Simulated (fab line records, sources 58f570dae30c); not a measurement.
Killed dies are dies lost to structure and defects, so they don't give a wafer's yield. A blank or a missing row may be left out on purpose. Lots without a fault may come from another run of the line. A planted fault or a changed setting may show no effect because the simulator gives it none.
Chamber matching | flow berkeley_cmos170 | UCB170_V1_CMP_02 on cmp-02: 4 sister chambers
The step polishes SiO2. 8 wafers are shown with their chamber, then 12 later ones without.

WAFERS WITH THEIR CHAMBER
wafer  | chamber | motor_current_A (A)
L083.3 | 1       | 21.2
L084.4 | 1       | 21.9
L086.1 | 2       | 14.4
L086.3 | 3       | 16.1
L086.5 | 0       | 15.6
L087.1 | 2       | 14.5
L087.3 | 3       | 15.1
L087.4 | 0       | 16.4

WAFERS WITHOUT THEIR CHAMBER
wafer  | motor_current_A (A)
L090.3 | 15.8
L090.5 | 16.1
L090.6 | 14.7
L091.2 | 15.2
L091.5 | 15.5
L091.6 | 22.0
L096.3 | 16.0
L096.4 | 21.1
L096.5 | 15.8
L097.2 | 15.4
L097.4 | 20.9
L097.6 | 16.3

WHICH CHAMBER EACH WENT THROUGH
wafer  | from the rows above          | in truth
L090.3 | can't be placed: 0 or 3      | 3
L090.5 | can't be placed: 0 or 3      | 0
L090.6 | can't be placed: 2 or 3      | 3
L091.2 | can't be placed: 3 or 2 or 0 | 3
L091.5 | can't be placed: 3 or 0 or 2 | 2
L091.6 | 1                            | 1
L096.3 | can't be placed: 0 or 3      | 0
L096.4 | 1                            | 1
L096.5 | can't be placed: 0 or 3      | 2
L097.2 | can't be placed: 3 or 0 or 2 | 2
L097.4 | 1                            | 1
L097.6 | can't be placed: 0 or 3      | 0
Placed correctly: 3 of 12. Can't be placed from these rows: 9 (the true chamber is among the candidates in 8). Placed wrongly: 0.
How it was worked out, from the rows above alone: a wafer's distance from a chamber is the root of the sum, over the readings, of the square of ((its reading less the chamber's mean) divided by the reading's scatter). The wafer belongs to the nearest chamber; if the next one is less than 2 further off, it can't be placed. A chamber's mean is the mean of its shown wafers. The scatter: the root of (the sum of the squares of (reading less its chamber's mean) over the shown wafers, divided by (wafers less chambers)).
